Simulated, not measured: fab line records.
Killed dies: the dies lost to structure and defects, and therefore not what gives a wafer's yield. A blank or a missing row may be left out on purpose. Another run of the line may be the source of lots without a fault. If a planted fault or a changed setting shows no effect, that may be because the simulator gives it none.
The tool behind it: which one? | flow rit_cmos | 14 lots, 42 wafers sampled, at 2 steps of a route of 202

== WHAT EACH GAUGE READ, for each wafer ==
The record lacks any reading of a measuring or inspecting step that a usual standard deviation could be used to judge.

== WHICH TOOL RAN EACH LOT (tool, then ch and the chambers of the sampled wafers, then the start) ==
lot  | RIT_ACTIVE_SOFTBAKE_07           | RIT_M1_PROBE_99
L156 | litho_track-03 ch 0, day 1 13:55 | prober-02, day 3 11:26
L157 | litho_track-03 ch 0, day 1 20:26 | prober-01, day 3 18:33
L158 | litho_track-04 ch 0, day 2 00:31 | prober-02, day 3 23:57
L159 | litho_track-01 ch 0, day 2 05:22 | prober-01, day 4 02:03
L161 | litho_track-01 ch 0, day 2 14:54 | prober-02, day 4 12:40
L162 | litho_track-03 ch 0, day 2 21:16 | prober-01, day 4 21:35
L163 | litho_track-04 ch 0, day 3 00:56 | prober-02, day 5 00:17
L165 | litho_track-03 ch 0, day 3 11:37 | prober-02, day 5 09:28
L166 | litho_track-03 ch 0, day 3 16:43 | prober-01, day 5 16:16
L167 | litho_track-01 ch 0, day 3 21:05 | prober-01, day 5 22:15
L168 | litho_track-01 ch 0, day 4 02:53 | prober-02, day 6 03:45
L169 | litho_track-03 ch 0, day 4 09:05 | prober-01, day 6 05:46
L174 | litho_track-01 ch 0, day 5 07:58 | prober-02, day 7 08:49
L179 | litho_track-04 ch 0, day 6 09:49 | prober-01, day 8 05:57
- RIT_ACTIVE_SOFTBAKE_07: time 60 s.
- RIT_M1_PROBE_99

== WHAT THE TOOLS THEMSELVES READ (means of the sampled wafers that have a number; where no wafer has one, the mark that the record gives instead) ==
RIT_ACTIVE_SOFTBAKE_07. Usual: heater_power_total_W 34.57 W, standard deviation 0.047; run_length_s 89.30 s, standard deviation 0.13.
lot  | tool           | heater_power_total_W (W) | run_length_s (s) | flag
L156 | litho_track-03 | 34.55                    | 89.19            |
L157 | litho_track-03 | 34.58                    | 89.30            |
L158 | litho_track-04 | 34.53                    | 89.37            |
L159 | litho_track-01 | 34.58                    | 89.38            |
L161 | litho_track-01 | 34.54                    | 89.30            |
L162 | litho_track-03 | 34.58                    | 89.19            |
L163 | litho_track-04 | 34.54                    | 89.33            |
L165 | litho_track-03 | 34.60                    | 89.21            |
L166 | litho_track-03 | 35.76                    | 82.99            | OFF
L167 | litho_track-01 | 34.55                    | 89.30            |
L168 | litho_track-01 | 34.60                    | 89.41            |
L169 | litho_track-03 | 35.73                    | 82.77            | OFF
L174 | litho_track-01 | 34.56                    | 89.31            |
L179 | litho_track-04 | 34.59                    | 89.27            |

RIT_M1_PROBE_99. Usual: killed_at_contacts 0.0, standard deviation 0.2; killed_at_front_end 7.2, standard deviation 2.5; killed_dies 7.3, standard deviation 2.5; killed_open 3.8, standard deviation 1.9; killed_short 3.5, standard deviation 1.8.
lot  | tool      | killed_at_contacts | killed_at_front_end | killed_dies | killed_open | killed_short | flag
L156 | prober-02 | 0.0                | 7.3                 | 7.3         | 4.3         | 3.0          |
L157 | prober-01 | 0.0                | 8.0                 | 8.0         | 4.3         | 3.7          |
L158 | prober-02 | 0.0                | 9.3                 | 9.3         | 5.7         | 3.7          |
L159 | prober-01 | 0.3                | 9.3                 | 9.7         | 6.3         | 3.3          |
L161 | prober-02 | 0.0                | 9.7                 | 9.7         | 5.0         | 4.7          |
L162 | prober-01 | 0.0                | 4.7                 | 4.7         | 2.0         | 2.7          |
L163 | prober-02 | 0.0                | 7.7                 | 7.7         | 5.0         | 2.0          |
L165 | prober-02 | 0.0                | 5.0                 | 5.0         | 3.7         | 1.3          |
L166 | prober-01 | 0.0                | 6.0                 | 6.0         | 3.0         | 3.0          |
L167 | prober-01 | 0.3                | 9.3                 | 9.7         | 6.7         | 3.0          |
L168 | prober-02 | 0.0                | 8.7                 | 8.7         | 3.0         | 5.7          |
L169 | prober-01 | 0.0                | 3.3                 | 3.3         | 1.3         | 2.0          |
L174 | prober-02 | 0.0                | 9.7                 | 9.7         | 5.3         | 4.3          |
L179 | prober-01 | 0.0                | 5.7                 | 5.7         | 3.0         | 2.7          |

== THE ANSWER, worked out from the rows above alone ==
Rule: take the mean of a lot's wafers that have a number; if it is more than 3 standard deviations from the usual mean, the lot is off. A lot without any number at a reading at which 4 lots or more have one is off too. Where the step has rows for the other lots, those lots are counted as sound. After the gauges, taken in route order, come the tools' own readings; for these a lot's mean is taken, as printed above. The first step at which some lot is off is used, and at that step the reading that is off furthest; a lot without a number counts as furthest.
Off, at RIT_ACTIVE_SOFTBAKE_07 on run_length_s: L166, L169.
A tool fits if, at that step or a process step before it, it ran every lot that is off, and no sound lot after the first of them. One fits: RIT_ACTIVE_SOFTBAKE_07 on litho_track-03. Its last sound lot is L165 (day 3 11:37), its first lot that is off L166 (day 3 16:43): a fault that began between those two fits.
The tool's own readings at RIT_ACTIVE_SOFTBAKE_07 bear it out: on the lots that are off they differ by more than 5 times the standard deviation of the sound lots' means. heater_power_total_W reads 35.74 W there against 34.57 W on the sound lots; run_length_s reads 82.88 s there against 89.30 s on the sound lots.

== WHAT WAS PUT IN BY THE SIMULATOR ==
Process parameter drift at RIT_ACTIVE_SOFTBAKE_07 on litho_track-03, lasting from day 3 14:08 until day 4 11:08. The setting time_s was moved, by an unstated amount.
Lots struck among those shown: L166, L169. This agrees with what the rule above found.
